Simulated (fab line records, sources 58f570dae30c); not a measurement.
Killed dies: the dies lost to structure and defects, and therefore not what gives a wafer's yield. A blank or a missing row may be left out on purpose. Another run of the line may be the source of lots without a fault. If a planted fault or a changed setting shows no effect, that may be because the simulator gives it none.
The tool behind it: which one?    flow berkeleyCmos170    14 lots with 42 wafers sampled at 2 steps, on a route of 331 steps

WHAT THE GAUGES READ, wafer by wafer
UCB170_M1_CD_MEAS_09: target cd 700 nm. Usual: cdNm 700.0 nm, standard deviation 1.5.
lot   measured      on        cdNm (nm)          flag
L456  day 7 12:01   cdSem-01  702.7 702.7 701.7  
L458  day 7 21:17   cdSem-02  697.7 697.6 698.8  
L461  day 8 06:55   cdSem-02  698.1 699.5 698.9  
L462  day 8 20:59   cdSem-02  695.9 696.0 695.5  
L463  day 8 21:15   cdSem-02  701.3 701.1 701.9  
L464  day 9 04:04   cdSem-01  699.4 698.3 699.2  
L466  day 9 04:19   cdSem-01  701.2 701.9 702.1  
L467  day 10 00:40  cdSem-01  700.7 699.6 700.8  
L470  day 10 09:59  cdSem-02  701.3 699.3 701.1  
L471  day 10 10:50  cdSem-01  699.8 701.5 700.6  
L474  day 10 18:28  cdSem-01  697.9 699.3 696.9  
L475  day 11 11:42  cdSem-02  707.7 707.4 706.0  OFF
L477  day 11 16:53  cdSem-02  700.0 700.9 700.8  
L478  day 11 18:32  cdSem-01  707.9 708.0 707.3  OFF

WHAT TOOL EACH LOT RAN ON (gives the tool, then ch and the chambers of the sampled wafers, and finally the start)
lot   UCB170_M1_PEB_07
L456  lithoTrack-01 ch 0, day 7 11:46
L458  lithoTrack-02 ch 0, day 7 20:56
L461  lithoTrack-01 ch 0, day 8 06:39
L462  lithoTrack-01 ch 0, day 8 20:43
L463  lithoTrack-01 ch 0, day 8 20:59
L464  lithoTrack-03 ch 0, day 9 03:48
L466  lithoTrack-03 ch 0, day 9 04:03
L467  lithoTrack-02 ch 0, day 10 00:23
L470  lithoTrack-03 ch 0, day 10 09:43
L471  lithoTrack-03 ch 0, day 10 10:34
L474  lithoTrack-03 ch 0, day 10 18:13
L475  lithoTrack-03 ch 0, day 11 11:26
L477  lithoTrack-01 ch 0, day 11 16:32
L478  lithoTrack-03 ch 0, day 11 18:16
- UCB170_M1_PEB_07

WHAT THE TOOLS THEMSELVES READ (means of the sampled wafers that have a number; where no wafer has one, the mark that the record gives instead)
UCB170_M1_PEB_07. Usual: exhaustPa 45.1 Pa, standard deviation 0.78; heaterPowerTotalW 56.80 W, standard deviation 0.043.
lot   tool           exhaustPa (Pa)  heaterPowerTotalW (W)  flag
L456  lithoTrack-01  45.3            56.79                  
L458  lithoTrack-02  45.4            56.77                  
L461  lithoTrack-01  45.1            56.85                  
L462  lithoTrack-01  45.2            56.82                  
L463  lithoTrack-01  45.7            56.82                  
L464  lithoTrack-03  44.9            56.77                  
L466  lithoTrack-03  45.4            56.83                  
L467  lithoTrack-02  45.7            56.79                  
L470  lithoTrack-03  43.8            56.82                  
L471  lithoTrack-03  45.6            56.82                  
L474  lithoTrack-03  44.7            56.80                  
L475  lithoTrack-03  44.7            58.52                  OFF
L477  lithoTrack-01  45.4            56.80                  
L478  lithoTrack-03  45.5            58.49                  OFF

THE ANSWER, worked out from the rows above alone
Rule: a lot is off if the mean of its wafers that have a number lies more than 3 standard deviations from the usual mean. Also off: a lot with no number at a reading for which 4 or more lots have one. Any other lot the step has rows for is counted as sound. First the gauges in route order, then the tools' own readings, where a lot's mean is used as printed above. At the first step where some lot is off, the reading lying furthest off is the one used; lots without a number count as furthest.
Off, at UCB170_M1_CD_MEAS_09 on cdNm: L475, L478.
A tool fits if, at a process step before that reading, it ran every lot that is off, and no sound lot after the first of them. Not tried: the gauges at UCB170_M1_CD_MEAS_09; whatever is off there is also off at UCB170_M1_PEB_07, on other tools, and gauge error can't account for it. One fits: UCB170_M1_PEB_07 on lithoTrack-03. A fault onset in the window from L474 (day 10 18:13, its last sound lot) to L475 (day 11 11:26, its first lot off) fits.
The tool's own readings at UCB170_M1_PEB_07 bear it out: on the lots that are off they differ by more than 5 times the standard deviation of the sound lots' means. heaterPowerTotalW reads 58.51 W there against 56.81 W on the sound lots.

WHAT HAD BEEN PUT IN BY THE SIMULATOR
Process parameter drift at UCB170_M1_PEB_07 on lithoTrack-03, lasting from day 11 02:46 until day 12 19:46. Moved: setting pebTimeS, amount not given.
Struck lots among those shown: L475, L478. The rule above found the same.
